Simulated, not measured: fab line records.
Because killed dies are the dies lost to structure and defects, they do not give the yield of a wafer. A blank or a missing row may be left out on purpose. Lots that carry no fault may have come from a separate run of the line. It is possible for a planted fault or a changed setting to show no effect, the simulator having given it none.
fab line records + flow berkeley_cmos170
record
- lots=15
- wafers=45
- last_day=12
route steps=331 shown NWELL@16 PSD@184 NSD@196 M2@278 V2@294
lots that met no fault: taken from a fault-free run of the same line
start_h: the number of hours between the record's first day and the start of the first shown wafer of the lot + wait_h: hours elapsed since this lot's preceding step + " unchanged from the row above + L1.1+2: a row that stands for several wafers + - value missing, or start not given + * or withheld: withheld + < > ~ a bound
route shown NAME@n: names a module that has steps shown in the file, with the first one's number in the route + usual: mean/standard deviation of fault-free wafers + same: alike in all rows + chamber/n: place in a boat + sites: per-site readings + _std_site: standard deviation of those values + _edge_site: inner sites' mean taken away from outer sites' mean + radius_mm: how far each site lies from the wafer's centre + mask NAME#n: copy n + behind: the last tool/chamber to shape the wafer + hold: reason for holding the lot/hours on hold/outcome of the hold + device: names the non-switching transistor (n, p or np) + end of line: the route-end tests of the same wafers + step lacking rows: just its recipe + killed: dies lost to structure and defects at the first sort, not the wafer's yield + map: the dies of a wafer, with x for killed, . for not killed, _ for no die there
set.NAME: setting as actually run; set.NAME@STEP: the setting as run at that earlier step + model.NAME: the simulator's own value behind a step, which no gauge read
a sample of lots followed through the steps of the route, with each step as a table and each wafer as a row
services: when a tool's chamber went out of use (start_h, in hours from the record's first day, below 0 if earlier), for how many hours, and the reason
## steps
# step UCB170_NWELL_THK_MEAS_02
# recipe
- reads=SiO2_of_NWELL_OXIDATION_01
# usual
- NWELL_OXIDE_THK=26.4/0.45
| lot.wafer | tool          | chamber | start_h | wait_h | NWELL_OXIDE_THK[nm] |
|-----------|---------------|---------|---------|--------|---------------------|
| L710.2    | film_metro-02 | -       | 21.56   | 0.0    | 27.1                |
| L710.4    | "             | -       | "       | "      | 26.6                |
| L710.5    | "             | -       | "       | "      | 26.9                |
| L711.2    | film_metro-03 | -       | 28.09   | 0.0    | 26.1                |
| L711.3    | "             | -       | "       | "      | 26.3                |
| L711.4    | "             | -       | "       | "      | 26.5                |
| L712.1    | film_metro-02 | -       | 35.11   | 0.0    | 25.5                |
| L712.2    | "             | -       | "       | "      | 25.9                |
| L712.3    | "             | -       | "       | "      | 25.7                |
| L713.4    | film_metro-03 | -       | 39.69   | 0.0    | 26.6                |
| L713.5    | "             | -       | "       | "      | 26.5                |
| L713.6    | "             | -       | "       | "      | 26.5                |
| L714.1    | film_metro-02 | -       | 42.26   | 0.0    | 26.0                |
| L714.4    | "             | -       | "       | "      | 25.7                |
| L714.6    | "             | -       | "       | "      | 25.4                |
| L716.1    | film_metro-04 | -       | 52.30   | 0.0    | 25.5                |
| L716.2    | "             | -       | "       | "      | 25.5                |
| L716.6    | "             | -       | "       | "      | 25.5                |
| L718.2    | film_metro-04 | -       | 62.07   | 0.0    | 26.4                |
| L718.3    | "             | -       | "       | "      | 26.5                |
| L718.6    | "             | -       | "       | "      | 25.9                |
| L719.2    | film_metro-04 | -       | 67.75   | 0.0    | 26.0                |
| L719.3    | "             | -       | "       | "      | 26.3                |
| L719.4    | "             | -       | "       | "      | 26.9                |
| L720.2    | film_metro-04 | -       | 71.26   | 0.0    | 25.5                |
| L720.4    | "             | -       | "       | "      | 26.0                |
| L720.6    | "             | -       | "       | "      | 26.2                |
| L722.1    | film_metro-02 | -       | 85.40   | 0.0    | 26.5                |
| L722.3    | "             | -       | "       | "      | 26.8                |
| L722.4    | "             | -       | "       | "      | 26.6                |
| L723.1    | film_metro-03 | -       | 88.86   | 0.0    | 27.2                |
| L723.4    | "             | -       | "       | "      | 27.1                |
| L723.5    | "             | -       | "       | "      | 26.7                |
| L725.3    | film_metro-04 | -       | 98.99   | 0.0    | 26.9                |
| L725.4    | "             | -       | "       | "      | 27.0                |
| L725.5    | "             | -       | "       | "      | 26.4                |
| L727.3    | film_metro-02 | -       | 107.51  | 0.0    | 26.4                |
| L727.4    | "             | -       | "       | "      | 26.1                |
| L727.6    | "             | -       | "       | "      | 26.3                |
| L728.2    | film_metro-02 | -       | 115.94  | 0.0    | 25.9                |
| L728.4    | "             | -       | "       | "      | 26.4                |
| L728.6    | "             | -       | "       | "      | 26.0                |
| L732.2    | film_metro-04 | -       | 142.68  | 0.0    | 26.0                |
| L732.3    | "             | -       | "       | "      | 26.6                |
| L732.4    | "             | -       | "       | "      | 27.0                |
# step UCB170_PSD_STRIP_09
# recipe
- chemistry=O2
- power_w=400
- pressure_mtorr=3500
- platen_temp_c=withheld
- o2_flow_sccm=400
- overash_fraction=0.5
# usual
- chamber_pressure_mTorr=3501/3.2
- drypump_motor_current_A=5.90/0.25
- oes_product_au=0.601/0.0045
- strip_time_to_endpoint_s=29.38/0.076
| lot.wafer | tool            | chamber | start_h | wait_h | chamber_pressure_mTorr | drypump_motor_current_A | oes_product_au | rf_hours_counter_h | strip_time_to_endpoint_s |
|-----------|-----------------|---------|---------|--------|------------------------|-------------------------|----------------|--------------------|--------------------------|
| L710.2    | plasma_asher-02 | 1       | 136.19  | 0.1    | 3507                   | 5.90                    | 0.602          | 34                 | 29.43                    |
| L710.4    | "               | 1       | "       | "      | 3499                   | 5.92                    | 0.593          | -                  | 29.33                    |
| L710.5    | "               | 0       | "       | "      | 3500                   | 5.57                    | 0.601          | -                  | 29.36                    |
| L711.2    | plasma_asher-03 | 0       | 142.58  | 0.1    | 3502                   | 5.77                    | 0.604          | 46                 | 29.50                    |
| L711.3    | "               | 1       | "       | "      | 3506                   | 5.92                    | 0.594          | -                  | 29.43                    |
| L711.4    | "               | 0       | "       | "      | 3494                   | 5.79                    | 0.603          | -                  | 29.42                    |
| L714.1    | plasma_asher-03 | 1       | 156.26  | 0.1    | 3498                   | 5.90                    | 0.606          | 47                 | 29.36                    |
| L714.4    | "               | 1       | "       | "      | 3501                   | 5.89                    | 0.602          | -                  | 29.36                    |
| L714.6    | "               | 1       | "       | "      | 3506                   | 5.88                    | 0.607          | -                  | 29.38                    |
| L712.1    | plasma_asher-04 | 1       | 158.76  | 0.1    | 3499                   | 6.45                    | 0.596          | 4                  | 29.32                    |
| L712.2    | "               | 0       | "       | "      | 3506                   | 5.86                    | 0.601          | 4                  | 29.34                    |
| L712.3    | "               | 0       | "       | "      | 3498                   | 5.85                    | 0.604          | -                  | 29.41                    |
| L713.4    | plasma_asher-02 | 0       | 162.99  | 0.1    | 3502                   | 5.57                    | 0.602          | -                  | 29.46                    |
| L713.5    | "               | 1       | "       | "      | 3500                   | 5.89                    | 0.603          | -                  | 29.42                    |
| L713.6    | "               | 0       | "       | "      | 3495                   | 5.55                    | 0.597          | -                  | 29.41                    |
| L716.1    | plasma_asher-03 | 0       | 163.23  | 0.1    | 3503                   | 5.78                    | 0.604          | 48                 | 29.42                    |
| L716.2    | "               | 1       | "       | "      | 3493                   | 5.89                    | 0.597          | 48                 | 29.39                    |
| L716.6    | "               | 1       | "       | "      | 3494                   | 5.88                    | 0.602          | -                  | 29.45                    |
| L719.2    | plasma_asher-02 | 0       | 179.86  | 0.1    | 3499                   | 5.55                    | 0.609          | 39                 | 29.54                    |
| L719.3    | "               | 0       | "       | "      | 3506                   | 5.55                    | 0.599          | -                  | 29.46                    |
| L719.4    | "               | 1       | "       | "      | 3500                   | 5.93                    | 0.597          | -                  | 29.51                    |
| L718.2    | plasma_asher-02 | 0       | 180.48  | 0.1    | 3503                   | 5.56                    | 0.596          | 39                 | 29.38                    |
| L718.3    | "               | 0       | "       | "      | 3506                   | 5.55                    | 0.600          | -                  | 29.41                    |
| L718.6    | "               | 0       | "       | "      | 3500                   | 5.54                    | 0.596          | -                  | 29.43                    |
| L720.2    | plasma_asher-02 | 0       | 185.68  | 0.1    | 3496                   | 5.56                    | 0.601          | 40                 | 29.43                    |
| L720.4    | "               | 1       | "       | "      | 3502                   | 5.93                    | 0.599          | -                  | 29.40                    |
| L720.6    | "               | 1       | "       | "      | 3507                   | 5.93                    | 0.596          | -                  | 29.39                    |
| L723.1    | plasma_asher-03 | 0       | 195.82  | 0.1    | 3494                   | 5.77                    | 0.612          | 52                 | 29.34                    |
| L723.4    | "               | 1       | "       | "      | 3503                   | 5.89                    | 0.602          | -                  | 29.42                    |
| L723.5    | "               | 0       | "       | "      | 3502                   | 5.77                    | 0.603          | -                  | 29.38                    |
| L722.1    | plasma_asher-04 | 1       | 196.07  | 0.1    | 3502                   | 6.46                    | 0.604          | 7                  | 29.36                    |
| L722.3    | "               | 1       | "       | "      | 3493                   | 6.45                    | 0.608          | -                  | 29.36                    |
| L722.4    | "               | 0       | "       | "      | 3500                   | 5.84                    | 0.597          | -                  | 29.33                    |
| L725.3    | plasma_asher-04 | 1       | 210.35  | 0.1    | -                      | -                       | -              | -                  | -                        |
| L725.4    | "               | 0       | "       | "      | -                      | -                       | -              | -                  | -                        |
| L725.5    | "               | 0       | "       | "      | -                      | -                       | -              | -                  | -                        |
| L727.3    | plasma_asher-04 | 1       | 221.42  | 0.1    | -                      | -                       | -              | -                  | -                        |
| L727.4    | "               | 0       | "       | "      | -                      | -                       | -              | -                  | -                        |
| L727.6    | "               | 0       | "       | "      | -                      | -                       | -              | -                  | -                        |
| L728.2    | plasma_asher-03 | 0       | 221.59  | 0.1    | -                      | -                       | -              | -                  | -                        |
| L728.4    | "               | 0       | "       | "      | -                      | -                       | -              | -                  | -                        |
| L728.6    | "               | 1       | "       | "      | -                      | -                       | -              | -                  | -                        |
| L732.2    | plasma_asher-02 | 1       | 257.10  | 0.1    | 3502                   | 5.91                    | 0.597          | 48                 | 29.30                    |
| L732.3    | "               | 0       | "       | "      | 3497                   | 5.56                    | 0.601          | -                  | 29.38                    |
| L732.4    | "               | 1       | "       | "      | 3499                   | 5.91                    | 0.604          | -                  | 29.31                    |
# step UCB170_NSD_STRIP_09
# recipe
- chemistry=O2
- power_w=400
- pressure_mtorr=3500
- platen_temp_c=withheld
- o2_flow_sccm=400
- overash_fraction=0.5
# usual
- chamber_pressure_mTorr=3500/3.5
- drypump_motor_current_A=5.7/0.47
- oes_product_au=0.534/0.0044
- strip_time_to_endpoint_s=35.85/0.097
| lot.wafer | tool            | chamber | start_h | wait_h | chamber_pressure_mTorr | drypump_motor_current_A | oes_product_au | rf_hours_counter_h | strip_time_to_endpoint_s |
|-----------|-----------------|---------|---------|--------|------------------------|-------------------------|----------------|--------------------|--------------------------|
| L710.2    | plasma_asher-04 | 0       | 137.95  | 0.1    | 3496                   | 5.8                     | 0.539          | 2                  | 35.98                    |
| L710.4    | "               | 1       | "       | "      | 3497                   | 6.4                     | 0.539          | -                  | 36.02                    |
| L710.5    | "               | 0       | "       | "      | 3498                   | 5.8                     | 0.533          | -                  | 36.01                    |
| L711.2    | plasma_asher-04 | 0       | 144.38  | 0.1    | 3502                   | 5.8                     | 0.533          | 2                  | 35.83                    |
| L711.3    | "               | 0       | "       | "      | 3500                   | 5.8                     | 0.535          | -                  | 35.82                    |
| L711.4    | "               | 1       | "       | "      | 3496                   | 6.4                     | 0.528          | -                  | 35.89                    |
| L714.1    | plasma_asher-02 | 0       | 157.88  | 0.1    | 3501                   | 5.6                     | 0.528          | 36                 | 35.84                    |
| L714.4    | "               | 0       | "       | "      | 3503                   | 5.6                     | 0.527          | -                  | 35.81                    |
| L714.6    | "               | 0       | "       | "      | 3494                   | 5.6                     | 0.530          | -                  | 35.86                    |
| L712.1    | plasma_asher-02 | 0       | 162.52  | 0.1    | 3498                   | 5.5                     | 0.531          | 37                 | 35.98                    |
| L712.2    | "               | 1       | "       | "      | 3506                   | 5.9                     | 0.531          | 37                 | 35.91                    |
| L712.3    | "               | 0       | "       | "      | 3495                   | 5.5                     | 0.528          | -                  | 35.96                    |
| L713.4    | plasma_asher-02 | 0       | 164.53  | 0.1    | 3501                   | 5.6                     | 0.538          | -                  | 35.78                    |
| L713.5    | "               | 0       | "       | "      | 3498                   | 5.6                     | 0.546          | -                  | 35.76                    |
| L713.6    | "               | 1       | "       | "      | 3501                   | 5.9                     | 0.534          | -                  | 35.75                    |
| L716.1    | plasma_asher-04 | 0       | 164.71  | 0.1    | 3509                   | 5.8                     | 0.527          | 4                  | 35.78                    |
| L716.2    | "               | 1       | "       | "      | 3505                   | 6.5                     | 0.544          | 4                  | 35.84                    |
| L716.6    | "               | 0       | "       | "      | 3502                   | 5.8                     | 0.530          | -                  | 35.75                    |
| L719.2    | plasma_asher-04 | 1       | 181.66  | 0.1    | 3500                   | 6.4                     | 0.533          | 6                  | 35.79                    |
| L719.3    | "               | 1       | "       | "      | 3504                   | 6.5                     | 0.533          | -                  | 35.83                    |
| L719.4    | "               | 0       | "       | "      | 3505                   | 5.8                     | 0.534          | -                  | 35.87                    |
| L718.2    | plasma_asher-01 | 1       | 183.78  | 0.1    | 3500                   | 5.0                     | 0.529          | 49                 | 35.90                    |
| L718.3    | "               | 0       | "       | "      | 3503                   | 5.3                     | 0.538          | -                  | 35.96                    |
| L718.6    | "               | 0       | "       | "      | 3505                   | 5.3                     | 0.535          | -                  | 35.94                    |
| L720.2    | plasma_asher-02 | 0       | 187.77  | 0.1    | 3496                   | 5.5                     | 0.537          | 40                 | 35.71                    |
| L720.4    | "               | 1       | "       | "      | 3502                   | 5.9                     | 0.532          | -                  | 35.74                    |
| L720.6    | "               | 0       | "       | "      | 3501                   | 5.5                     | 0.534          | -                  | 35.71                    |
| L723.1    | plasma_asher-04 | 1       | 197.91  | 0.1    | 3500                   | 6.5                     | 0.538          | 8                  | 35.95                    |
| L723.4    | "               | 1       | "       | "      | 3496                   | 6.5                     | 0.537          | -                  | 35.95                    |
| L723.5    | "               | 1       | "       | "      | 3499                   | 6.5                     | 0.530          | -                  | 35.93                    |
| L722.1    | plasma_asher-04 | 1       | 198.20  | 0.1    | 3506                   | 6.4                     | 0.532          | 8                  | 35.96                    |
| L722.3    | "               | 1       | "       | "      | 3502                   | 6.4                     | 0.531          | -                  | 35.89                    |
| L722.4    | "               | 0       | "       | "      | 3501                   | 5.8                     | 0.541          | -                  | 35.87                    |
| L725.3    | plasma_asher-02 | 0       | 212.29  | 0.1    | 3495                   | 5.6                     | 0.615          | -                  | 62.15                    |
| L725.4    | "               | 1       | "       | "      | 3499                   | 5.9                     | 0.620          | -                  | 62.23                    |
| L725.5    | "               | 1       | "       | "      | 3498                   | 5.9                     | 0.619          | -                  | 62.06                    |
| L727.3    | plasma_asher-01 | 0       | 223.75  | 0.1    | 3496                   | 5.3                     | 0.619          | -                  | 62.20                    |
| L727.4    | "               | 1       | "       | "      | 3500                   | 5.0                     | 0.625          | -                  | 62.19                    |
| L727.6    | "               | 1       | "       | "      | 3493                   | 5.0                     | 0.620          | -                  | 62.10                    |
| L728.2    | plasma_asher-04 | 1       | 224.15  | 0.1    | 3505                   | 6.5                     | 0.621          | 11                 | 62.18                    |
| L728.4    | "               | 0       | "       | "      | 3502                   | 5.8                     | 0.625          | -                  | 62.20                    |
| L728.6    | "               | 1       | "       | "      | 3505                   | 6.5                     | 0.622          | -                  | 62.22                    |
| L732.2    | plasma_asher-02 | 1       | 259.46  | 0.1    | 3498                   | 5.9                     | 0.526          | 49                 | 35.81                    |
| L732.3    | "               | 0       | "       | "      | 3504                   | 5.5                     | 0.537          | -                  | 35.73                    |
| L732.4    | "               | 1       | "       | "      | 3499                   | 5.9                     | 0.543          | -                  | 35.76                    |
# step UCB170_NSD_TW_MEAS_10
# usual
- NSD_TW=4188/23
| lot.wafer | tool          | chamber | start_h | wait_h | NSD_TW |
|-----------|---------------|---------|---------|--------|--------|
| L710.2    | film_metro-04 | -       | 138.06  | 0.1    | 4212   |
| L710.4    | "             | -       | "       | "      | 4150   |
| L710.5    | "             | -       | "       | "      | 4162   |
| L711.2    | film_metro-04 | -       | 144.49  | 0.1    | 4187   |
| L711.3    | "             | -       | "       | "      | 4179   |
| L711.4    | "             | -       | "       | "      | 4179   |
| L714.1    | film_metro-03 | -       | 157.98  | 0.1    | 4203   |
| L714.4    | "             | -       | "       | "      | 4193   |
| L714.6    | "             | -       | "       | "      | 4167   |
| L712.1    | film_metro-03 | -       | 162.62  | 0.1    | 4188   |
| L712.2    | "             | -       | "       | "      | 4176   |
| L712.3    | "             | -       | "       | "      | 4193   |
| L713.4    | film_metro-04 | -       | 164.63  | 0.1    | 4173   |
| L713.5    | "             | -       | "       | "      | 4156   |
| L713.6    | "             | -       | "       | "      | 4181   |
| L716.1    | film_metro-03 | -       | 164.81  | 0.1    | 4161   |
| L716.2    | "             | -       | "       | "      | 4153   |
| L716.6    | "             | -       | "       | "      | 4189   |
| L719.2    | film_metro-01 | -       | 181.77  | 0.1    | 4221   |
| L719.3    | "             | -       | "       | "      | 4222   |
| L719.4    | "             | -       | "       | "      | 4220   |
| L718.2    | film_metro-03 | -       | 183.89  | 0.1    | 4167   |
| L718.3    | "             | -       | "       | "      | 4153   |
| L718.6    | "             | -       | "       | "      | 4178   |
| L720.2    | film_metro-03 | -       | 187.91  | 0.1    | 4177   |
| L720.4    | "             | -       | "       | "      | 4179   |
| L720.6    | "             | -       | "       | "      | 4185   |
| L723.1    | film_metro-03 | -       | 198.01  | 0.1    | 4188   |
| L723.4    | "             | -       | "       | "      | 4198   |
| L723.5    | "             | -       | "       | "      | 4185   |
| L722.1    | film_metro-04 | -       | 198.30  | 0.1    | 4195   |
| L722.3    | "             | -       | "       | "      | 4215   |
| L722.4    | "             | -       | "       | "      | 4195   |
| L725.3    | film_metro-01 | -       | 212.38  | 0.1    | 30     |
| L725.4    | "             | -       | "       | "      | 30     |
| L725.5    | "             | -       | "       | "      | 30     |
| L727.3    | film_metro-04 | -       | 223.84  | 0.1    | 30     |
| L727.4    | "             | -       | "       | "      | 30     |
| L727.6    | "             | -       | "       | "      | 30     |
| L728.2    | film_metro-03 | -       | 224.26  | 0.1    | 30     |
| L728.4    | "             | -       | "       | "      | 30     |
| L728.6    | "             | -       | "       | "      | 30     |
| L732.2    | film_metro-01 | -       | 259.57  | 0.1    | 4223   |
| L732.3    | "             | -       | "       | "      | 4235   |
| L732.4    | "             | -       | "       | "      | 4242   |
# step UCB170_M2_STRIP_07
# recipe
- chemistry=O2
- power_w=400
- pressure_mtorr=3500
- platen_temp_c=withheld
- o2_flow_sccm=400
- overash_fraction=0.5
# usual
- chamber_pressure_mTorr=3500/3.3
- drypump_motor_current_A=5.7/0.45
- oes_product_au=0.734/0.0049
- strip_time_to_endpoint_s=22.01/0.066
| lot.wafer | tool            | chamber | start_h | wait_h | chamber_pressure_mTorr | drypump_motor_current_A | oes_product_au | rf_hours_counter_h | strip_time_to_endpoint_s |
|-----------|-----------------|---------|---------|--------|------------------------|-------------------------|----------------|--------------------|--------------------------|
| L710.2    | plasma_asher-04 | 0       | 155.81  | 0.1    | 3498                   | 5.8                     | 0.730          | 3                  | 21.97                    |
| L710.4    | "               | 0       | "       | "      | 3497                   | 5.8                     | 0.735          | -                  | 21.88                    |
| L710.5    | "               | 0       | "       | "      | 3499                   | 5.8                     | 0.735          | -                  | 21.95                    |
| L711.2    | plasma_asher-01 | 1       | 164.46  | 0.1    | 3495                   | 5.0                     | 0.737          | 47                 | 22.04                    |
| L711.3    | "               | 0       | "       | "      | 3499                   | 5.3                     | 0.735          | -                  | 21.99                    |
| L711.4    | "               | 1       | "       | "      | 3500                   | 5.0                     | 0.735          | -                  | 21.94                    |
| L714.1    | plasma_asher-01 | 0       | 175.02  | 0.1    | 3502                   | 5.3                     | 0.738          | 48                 | 22.12                    |
| L714.4    | "               | 0       | "       | "      | 3502                   | 5.3                     | 0.733          | -                  | 22.08                    |
| L714.6    | "               | 0       | "       | "      | 3500                   | 5.3                     | 0.734          | -                  | 22.13                    |
| L712.1    | plasma_asher-03 | 0       | 179.58  | 0.1    | 3503                   | 5.8                     | 0.728          | 50                 | 21.97                    |
| L712.2    | "               | 1       | "       | "      | 3499                   | 5.9                     | 0.723          | 50                 | 22.09                    |
| L712.3    | "               | 0       | "       | "      | 3508                   | 5.8                     | 0.738          | -                  | 22.09                    |
| L713.4    | plasma_asher-03 | 1       | 185.49  | 0.1    | 3502                   | 5.9                     | 0.736          | -                  | 21.96                    |
| L713.5    | "               | 1       | "       | "      | 3506                   | 5.9                     | 0.730          | -                  | 22.00                    |
| L713.6    | "               | 0       | "       | "      | 3504                   | 5.8                     | 0.736          | -                  | 22.02                    |
| L716.1    | plasma_asher-03 | 0       | 186.10  | 0.1    | 3500                   | 5.8                     | 0.731          | 51                 | 21.88                    |
| L716.2    | "               | 1       | "       | "      | 3507                   | 5.9                     | 0.734          | 51                 | 21.83                    |
| L716.6    | "               | 0       | "       | "      | 3499                   | 5.8                     | 0.731          | -                  | 21.86                    |
| L718.2    | plasma_asher-04 | 1       | 204.48  | 0.1    | 3498                   | 6.5                     | 0.727          | 8                  | 21.94                    |
| L718.3    | "               | 0       | "       | "      | 3505                   | 5.8                     | 0.736          | -                  | 21.97                    |
| L718.6    | "               | 0       | "       | "      | 3492                   | 5.9                     | 0.737          | -                  | 21.99                    |
| L719.2    | plasma_asher-01 | 1       | 205.23  | 0.1    | 3498                   | 5.0                     | 0.734          | 52                 | 21.99                    |
| L719.3    | "               | 0       | "       | "      | 3501                   | 5.3                     | 0.742          | -                  | 22.03                    |
| L719.4    | "               | 1       | "       | "      | 3502                   | 5.0                     | 0.739          | -                  | 22.04                    |
| L720.2    | plasma_asher-03 | 0       | 205.35  | 0.1    | 3502                   | 5.8                     | 0.730          | 53                 | 21.98                    |
| L720.4    | "               | 1       | "       | "      | 3502                   | 5.9                     | 0.735          | -                  | 22.03                    |
| L720.6    | "               | 0       | "       | "      | 3493                   | 5.8                     | 0.730          | -                  | 22.01                    |
| L723.1    | plasma_asher-01 | 1       | 216.21  | 0.1    | 3505                   | 5.0                     | 0.722          | 53                 | 22.05                    |
| L723.4    | "               | 0       | "       | "      | 3503                   | 5.3                     | 0.726          | -                  | 22.02                    |
| L723.5    | "               | 0       | "       | "      | 3497                   | 5.3                     | 0.728          | -                  | 22.00                    |
| L722.1    | plasma_asher-04 | 1       | 216.44  | 0.1    | 3492                   | 6.4                     | 0.734          | 10                 | 21.93                    |
| L722.3    | "               | 1       | "       | "      | 3499                   | 6.4                     | 0.732          | -                  | 21.92                    |
| L722.4    | "               | 0       | "       | "      | 3498                   | 5.8                     | 0.731          | -                  | 21.93                    |
| L725.3    | plasma_asher-04 | 1       | 228.32  | 0.1    | 3499                   | 6.4                     | 0.734          | -                  | 21.99                    |
| L725.4    | "               | 0       | "       | "      | 3505                   | 5.8                     | 0.728          | -                  | 22.05                    |
| L725.5    | "               | 1       | "       | "      | 3498                   | 6.4                     | 0.735          | -                  | 22.14                    |
| L727.3    | plasma_asher-01 | 1       | 240.55  | 0.1    | 3500                   | 5.0                     | 0.726          | -                  | 22.03                    |
| L727.4    | "               | 0       | "       | "      | 3496                   | 5.3                     | 0.732          | -                  | 22.00                    |
| L727.6    | "               | 1       | "       | "      | 3497                   | 5.0                     | 0.728          | -                  | 22.07                    |
| L728.2    | plasma_asher-03 | 1       | 240.75  | 0.1    | 3502                   | 5.9                     | 0.731          | 58                 | 21.96                    |
| L728.4    | "               | 1       | "       | "      | 3504                   | 5.9                     | 0.736          | -                  | 21.91                    |
| L728.6    | "               | 0       | "       | "      | 3501                   | 5.8                     | 0.731          | -                  | 21.94                    |
| L732.2    | plasma_asher-03 | 1       | 277.62  | 0.1    | 3498                   | 5.9                     | 0.735          | 62                 | 21.96                    |
| L732.3    | "               | 1       | "       | "      | 3499                   | 5.9                     | 0.725          | -                  | 21.96                    |
| L732.4    | "               | 0       | "       | "      | 3500                   | 5.8                     | 0.739          | -                  | 21.95                    |
# step UCB170_V2_CMP_02
# recipe
- material=SiO2
- down_force_psi=6
- platen_rpm=60
- pad_velocity_m_s=0.75398
# usual
- motor_current_A=15.6/2.1
- platen_rpm=60.00/0.04
| lot.wafer | tool   | chamber | start_h | wait_h | motor_current_A | platen_rpm |
|-----------|--------|---------|---------|--------|-----------------|------------|
| L710.4    | cmp-02 | 0       | 157.83  | 0.1    | 17.6            | 59.96      |
| L710.2    | "      | 2       | "       | "      | 17.8            | 60.02      |
| L710.5    | "      | 0       | "       | "      | 18.0            | 59.98      |
| L711.2    | cmp-02 | 0       | 166.74  | 0.0    | 16.9            | 60.00      |
| L711.3    | "      | 1       | "       | "      | 14.2            | 60.03      |
| L711.4    | "      | 2       | "       | "      | 17.5            | 60.08      |
| L714.4    | cmp-01 | 1       | 177.18  | 0.1    | 13.3            | 60.03      |
| L714.1    | "      | 2       | "       | "      | 12.5            | 59.90      |
| L714.6    | "      | 0       | "       | "      | 17.3            | 59.98      |
| L712.2    | cmp-01 | 2       | 181.70  | 0.1    | 12.2            | 60.00      |
| L712.3    | "      | 3       | "       | "      | 16.0            | 60.02      |
| L712.1    | "      | 0       | "       | "      | 18.2            | 60.03      |
| L713.4    | cmp-01 | 1       | 187.83  | 0.1    | 14.5            | 60.03      |
| L713.6    | "      | 3       | "       | "      | 15.4            | 60.00      |
| L713.5    | "      | 0       | "       | "      | 18.3            | 60.03      |
| L716.1    | cmp-02 | 0       | 189.11  | 0.1    | 18.5            | 60.07      |
| L716.2    | "      | 1       | "       | "      | 13.4            | 59.99      |
| L716.6    | "      | 2       | "       | "      | 16.8            | 59.95      |
| L718.3    | cmp-02 | 0       | 206.92  | 0.0    | 17.1            | 59.98      |
| L718.2    | "      | 1       | "       | "      | 13.9            | 60.05      |
| L718.6    | "      | 1       | "       | "      | 14.1            | 60.06      |
| L719.3    | cmp-02 | 2       | 208.02  | 0.0    | 16.7            | 60.00      |
| L719.2    | "      | 3       | "       | "      | 16.5            | 60.02      |
| L719.4    | "      | 0       | "       | "      | 17.6            | 59.98      |
| L720.2    | cmp-01 | 0       | 208.08  | 0.0    | 18.5            | 59.97      |
| L720.4    | "      | 3       | "       | "      | 15.4            | 59.96      |
| L720.6    | "      | 0       | "       | "      | 17.9            | 59.97      |
| L723.1    | cmp-01 | 3       | 218.37  | 0.1    | 15.0            | 59.99      |
| L723.4    | "      | 0       | "       | "      | 18.2            | 59.96      |
| L723.5    | "      | 2       | "       | "      | 11.8            | 59.97      |
| L722.4    | cmp-02 | 3       | 218.72  | 0.0    | 16.4            | 60.05      |
| L722.1    | "      | 1       | "       | "      | 14.0            | 60.03      |
| L722.3    | "      | 2       | "       | "      | 17.3            | 60.02      |
| L725.3    | cmp-01 | 0       | 230.75  | 0.1    | 17.9            | 59.99      |
| L725.4    | "      | 1       | "       | "      | 13.8            | 60.01      |
| L725.5    | "      | 3       | "       | "      | 15.7            | 59.98      |
| L727.4    | cmp-01 | 3       | 242.60  | 0.0    | 14.9            | 60.03      |
| L727.3    | "      | 1       | "       | "      | 14.3            | 60.01      |
| L727.6    | "      | 0       | "       | "      | 16.8            | 59.98      |
| L728.2    | cmp-01 | 0       | 242.90  | 0.1    | 17.8            | 59.93      |
| L728.4    | "      | 3       | "       | "      | 15.3            | 59.99      |
| L728.6    | "      | 0       | "       | "      | 17.1            | 60.03      |
| L732.3    | cmp-01 | 1       | 280.47  | 0.0    | 14.5            | 59.95      |
| L732.4    | "      | 2       | "       | "      | 11.7            | 59.98      |
| L732.2    | "      | 3       | "       | "      | 15.4            | 60.04      |
## services
| tool            | chamber | start_h | hours | kind                           |
|-----------------|---------|---------|-------|--------------------------------|
| cmp-01          | -       | 114.75  | 3.5   | repair                         |
| plasma_asher-04 | 0       | 117.77  | -     | clean                          |
| plasma_asher-04 | 1       | 117.77  | -     | clean                          |
| cmp-01          | -       | 142.81  | 2.7   | repair                         |
| plasma_asher-04 | -       | 164.98  | 2.8   | pm                             |
| cmp-02          | -       | 199.47  | 2.0   | repair                         |
| cmp-01          | -       | 232.00  | 4.0   | pm                             |
| cmp-01          | -       | 236.00  | -     | consumable_replace:conditioner |
| cmp-01          | -       | 236.00  | -     | consumable_replace:pad         |
| plasma_asher-02 | -       | 239.56  | 0.5   | repair                         |
| cmp-02          | -       | 242.59  | 0.6   | repair                         |
| cmp-02          | -       | 251.40  | 13.4  | pm                             |
| plasma_asher-02 | -       | 261.21  | 2.8   | pm                             |
| plasma_asher-01 | -       | 262.12  | 0.9   | repair                         |
## key
first_sign
- step=UCB170_PSD_STRIP_09
- reading=tool_record
- direction=missing
effect
- step=UCB170_NSD_STRIP_09
- reading=strip_time_to_endpoint_s
- direction=up
- sigmas=99+
- usual=*
- struck=*
effect
- step=UCB170_NSD_TW_MEAS_10
- reading=NSD_TW
- direction=down
- sigmas=99+
- usual=4188
- struck=30
met_at UCB170_PSD_STRIP_09
struck_lots L725,L727,L728
sort_left_out L725.3,L725.4,L725.5,L727.3,L727.4,L727.6,L728.2,L728.4,L728.6
tester_left_out L725,L727,L728
not_acting_at UCB170_NWELL_THK_MEAS_02,UCB170_M2_STRIP_07,UCB170_V2_CMP_02
onset_between 196.07 210.35
fault
- kind=skipped_step_whole
- tool=plasma_asher-03,plasma_asher-04
- chamber=-
- onset_h=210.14
- steps=UCB170_PSD_STRIP_09
- scope=struck_lots_only
# tester_left_out: of these lots the tester's yield and bins aren't shown, on N5 and GAA mostly nor the transistor test; their killed dies are dies lost to structure and defects alone, not to doping, threshold or leakage, so they don't give the yield
# sort_left_out: the simulated sort isn't trusted on such a fault, so these wafers' sort isn't shown, and their yield isn't known
